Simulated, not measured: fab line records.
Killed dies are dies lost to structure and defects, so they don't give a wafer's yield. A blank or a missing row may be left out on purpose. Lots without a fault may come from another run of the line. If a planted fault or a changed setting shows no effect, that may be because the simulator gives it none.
A struck lot beside a sound one / flow berkeleyCmos170 / 14 out of 331 route steps
Sound: wafers L290.1, L290.4, L290.5. Struck: wafers L283.2, L283.3, L283.6. The cause is given at the end.
For every step that has rows: the tool of each side, followed by ch and its chambers, followed by its first start. Under that, the readings that differ: sound wafers / struck wafers / difference of the means / sigmas: that difference in standard deviations of wafers without a fault.
alike: readings with means less than 2 such deviations apart, plus words and numbers identical on both sides. not compared: withheld readings, readings lacking a value on some wafer, bounds such as >300 that could conceal the same value, and numbers that have no deviation in the record and whose values overlap.
Wherever a step has rows on one side only, a row that says differs or no value, or a row with sigmas, the two part there. When numbers do not overlap yet have no deviation, they are printed without sigmas and do not part them. A reading missing from all wafers of one side parts the sides only when that side holds two or more wafers.

first, 2 steps without rows for these wafers: UCB170_NWELL_ANNEAL_03 (time 900 s); UCB170_NWELL_CVD_04 (deposits Si3N4 from SiH2Cl2/NH3, target thk 224 nm, time 3360 s).
UCB170_NWELL_THK_MEAS_05:
  sound: filmMetro-03 at day 6 15:47; struck: filmMetro-01 at day 4 23:55
  alike: NWELL_NITRIDE_THK
then, 6 steps without rows for these wafers: UCB170_NWELL_HMDS_06 (prime time 60 s); UCB170_NWELL_COAT_07 (resist thk 900 nm); UCB170_NWELL_SOFTBAKE_08 (time 60 s); UCB170_NWELL_EXPOSE_09 (exposes mask NWELL, target cd 3000 nm); UCB170_NWELL_PEB_10; UCB170_NWELL_DEVELOP_11 (develop time 45 s).
UCB170_NWELL_OVL_MEAS_12:
  sound: overlay-01 at day 6 17:05; struck: overlay-02 at day 5 01:35
  alike: NWELL_OVL
UCB170_NWELL_ETCH_13: etches Si3N4 in CH3F/Ar/O2, stops on SiO2, target depth 246.4 nm, time 154 s.
  sound on rieDiel-03 ch 0,1,3, day 6 17:08; struck on rieDiel-03 ch 0,1,2, day 5 01:37
  alike: drypumpMotorCurrentA, mfcArSccm, oesProductAu, throttleValvePct
  not compared: rfHoursCounterH
after that, 1 step had no rows for these wafers: UCB170_NWELL_IMPLANT_14.
UCB170_NWELL_STRIP_15: strips in O2.
  sound on plasmaAsher-04 ch 0,1, day 6 17:23; struck on plasmaAsher-03 ch 0,1, day 5 01:52
  no value came back on the struck wafers for chamberPressureMTorr (mTorr), drypumpMotorCurrentA (A), oesProductAu (a.u.), stripTimeToEndpointS (s); on the sound wafers chamberPressureMTorr (mTorr) reads 3496 3501 3504
reading=model.KrF_of_NWELL_COAT_07.thkNm (nm); sound=0 0 0; struck=724.5 722 723; difference=+723.2; sigmas=
  not compared: rfHoursCounterH
UCB170_NWELL_TW_MEAS_16:
  sound: filmMetro-01 at day 6 17:29; struck: filmMetro-04 at day 5 01:59
  alike: NWELL_TW

WHERE THEY PART
UCB170_NWELL_STRIP_15 only, going by this record. Later steps at which nothing parts them and some readings are alike: UCB170_NWELL_TW_MEAS_16.

WHY: what the simulator had put in
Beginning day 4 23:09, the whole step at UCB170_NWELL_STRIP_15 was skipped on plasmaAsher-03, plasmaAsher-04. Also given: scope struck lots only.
